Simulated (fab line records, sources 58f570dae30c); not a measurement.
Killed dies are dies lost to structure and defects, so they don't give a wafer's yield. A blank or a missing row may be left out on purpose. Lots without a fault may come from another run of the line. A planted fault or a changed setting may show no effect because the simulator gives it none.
Split-lot experiment | flow berkeley_cmos170 | 5 lots, 23 wafers read, on a route of 331 steps

THE SPLIT
At UCB170_NLDD_IMPLANT_09, the setting energy_kev was moved away from the recipe's 30 on 4 of the 23 wafers read, by -2.3% to +2.9%. The other wafers ran this setting at the recipe's value.

The reading is taken at the split's own step.

THE READING
implant.drp_nm (the simulator's own value, which no gauge read), in nm, at UCB170_NLDD_IMPLANT_09. The file gives no usual value for it.

wafer  | tool, chamber at the split | energy_kev as run | against the recipe | implant.drp_nm, nm | against lot-mates on the recipe
L074.1 | implanter-03, 0            | 30                | recipe             | 9.611              | -
L074.3 | implanter-03, 0            | 30                | recipe             | 9.611              | -
L074.5 | implanter-03, 0            | 30                | recipe             | 9.611              | -
L074.2 | implanter-03, 0            | 29.31             | -2.3%              | 9.449              | -0.162
L074.4 | implanter-03, 0            | 29.31             | -2.3%              | 9.449              | -0.162
L076.2 | implanter-02, 0            | 30.86             | +2.9%              | 9.812              | +0.201
L076.6 | implanter-02, 0            | 30.86             | +2.9%              | 9.812              | +0.201
L076.3 | implanter-02, 0            | 30                | recipe             | 9.611              | -
L076.4 | implanter-02, 0            | 30                | recipe             | 9.611              | -
L076.5 | implanter-02, 0            | 30                | recipe             | 9.611              | -
L077.1 | implanter-02, 0            | 30                | recipe             | 9.611              | -
L077.2 | implanter-02, 0            | 30                | recipe             | 9.611              | -
L077.4 | implanter-02, 0            | 30                | recipe             | 9.611              | -
L077.5 | implanter-02, 0            | 30                | recipe             | 9.611              | -
L077.6 | implanter-02, 0            | 30                | recipe             | 9.611              | -
L080.1 | implanter-02, 0            | 30                | recipe             | 9.611              | -
L080.2 | implanter-02, 0            | 30                | recipe             | 9.611              | -
L080.3 | implanter-02, 0            | 30                | recipe             | 9.611              | -
L080.4 | implanter-02, 0            | 30                | recipe             | 9.611              | -
L080.5 | implanter-02, 0            | 30                | recipe             | 9.611              | -
L083.2 | implanter-03, 0            | 30                | recipe             | 9.611              | -
L083.4 | implanter-03, 0            | 30                | recipe             | 9.611              | -
L083.5 | implanter-03, 0            | 30                | recipe             | 9.611              | -

THE FIT
A straight line over all 23 wafers: implant.drp_nm changes by +0.0702 nm for each +1% of energy_kev; r = +1.00; the points scatter about the line by 0.00016 nm.
The same after taking each lot's own level away (the mean of its wafers on the recipe; 23 wafers): +0.0702 nm for each +1%; r = +1.00; scatter 0.00016 nm.
On that fit, the largest move of energy_kev shifts the reading by 0.2 nm.
The lots' own levels span 9.6110 to 9.6110 nm.
So the lot-to-lot level changes the slope little: the two slopes agree.
Check: with one of the wafers moved furthest among these (+2.9%) left out of the fit, the line predicts +0.201 nm for it against its lot-mates. It came out at +0.201 nm against them.

THE FILE'S OWN FIT
implant.drp_nm changes by +0.0701 nm for each +1% of energy_kev, r = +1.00.
